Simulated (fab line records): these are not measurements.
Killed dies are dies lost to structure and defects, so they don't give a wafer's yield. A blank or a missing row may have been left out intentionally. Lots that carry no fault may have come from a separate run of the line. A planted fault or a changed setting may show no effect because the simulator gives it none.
A struck lot beside a sound one + flow berkeley_cmos170 + 14 steps out of a route of 331
Sound: these wafers, L342.2, L342.3, L342.5. Struck: wafers L354.2, L354.3, L354.4. The cause comes at the end.
Each step with rows lists, per side, the tool, then ch with its chambers, then its first start. Under that, the readings that differ: sound wafers + struck wafers + difference of the means + sigmas: that difference in standard deviations of wafers without a fault.
alike: readings with means less than 2 such deviations apart, plus words and numbers identical on both sides. not compared: withheld readings, readings lacking a value on some wafer, bounds such as >300 that could conceal the same value, and numbers that have no deviation in the record and whose values overlap.
The two part at a step that has a row with sigmas, a row that says differs or no value, or rows on one side only. Numbers that have no deviation but don't overlap get no sigmas and don't part them. A reading missing from all wafers of one side parts the sides only when that side holds two or more wafers.

first, 3 steps without rows for these wafers: UCB170_M1_EXPOSE_06 (exposes mask METAL1, target cd 700 nm); UCB170_M1_PEB_07; UCB170_M1_DEVELOP_08 (develop time 45 s).
UCB170_M1_CD_MEAS_09: target cd 700 nm.
  sound on cd_sem-02 at day 8 18:10; struck on cd_sem-02 at day 11 04:34
  alike: cd_nm
UCB170_M1_OVL_MEAS_10:
  sound on overlay-01 at day 8 18:16; struck on overlay-01 at day 11 04:40
  alike: M1_OVL
UCB170_M1_ETCH_11: etches BARC in N2/H2.
  sound on rie_diel-04 ch 0,1,2, day 8 18:18; struck on rie_diel-02 ch 0,1,2, day 11 04:41
  alike: bias_w, chamber_pressure_mTorr, drypump_motor_current_A, oes_product_au, throttle_valve_pct
UCB170_M1_METAL_ETCH_12: etches Al in Cl2/BCl3, stops on PSG, target depth 780 nm, time 130 s.
  sound on rie_metal-01 ch 1, day 8 18:20; struck on rie_metal-01 ch 0,1, day 11 04:44
  alike: bias_w, chamber_pressure_mTorr, drypump_motor_current_A, oes_product_au, throttle_valve_pct
  not compared: rf_hours_counter_h
UCB170_M1_STRIP_13: strips in O2.
  sound on plasma_asher-04 ch 0,1, day 8 18:29; struck on plasma_asher-01 ch 0,1, day 11 04:55
  alike: chamber_pressure_mTorr, drypump_motor_current_A, oes_product_au
  not compared: rf_hours_counter_h
UCB170_M1_CD_MEAS_90: target cd 700 nm.
  sound on cd_sem-01 at day 8 18:36; struck on cd_sem-01 at day 11 05:02
  alike: cd_nm
then, 1 step without rows for these wafers: UCB170_M1_ANNEAL_14 (time 1223 s).
UCB170_V1_CVD_00: deposits SiO2 from TEOS/O2, target thk 2000 nm, time 250 s.
  sound on pecvd-01 ch 0,1,2, day 8 20:02; struck on pecvd-01 ch 0,2, day 11 07:31
  alike: heater_power_w
UCB170_V1_THK_MEAS_01:
  sound on film_metro-04 at day 8 20:12; struck on film_metro-03 at day 11 07:41
  alike: V1_TEOS_THK
UCB170_V1_CMP_02: polishes SiO2.
  sound on cmp-01 ch 0,3, day 8 20:15; struck on cmp-01 ch 0,2,3, day 11 07:44
| reading          | sound             | struck            | difference | sigmas      |
|------------------|-------------------|-------------------|------------|-------------|
| platen_rpm (rpm) | 60.05 59.97 60.04 | 44.97 44.95 45.00 | -15.05     | -99 or more |
  alike: motor_current_A
UCB170_V1_BOW_MEAS_03:
  sound on film_metro-03 at day 8 20:34; struck on film_metro-01 at day 11 08:03
  alike: V1_BOW

WHERE THEY PART
Only at UCB170_V1_CMP_02, as far as this record shows. Later steps at which nothing parts them and some readings are alike: UCB170_V1_BOW_MEAS_03.

WHY: what had been put in by the simulator
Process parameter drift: cmp-01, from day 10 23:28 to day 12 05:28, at UCB170_V1_CMP_02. From 60, the setting platen_rpm moved by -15. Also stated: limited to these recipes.
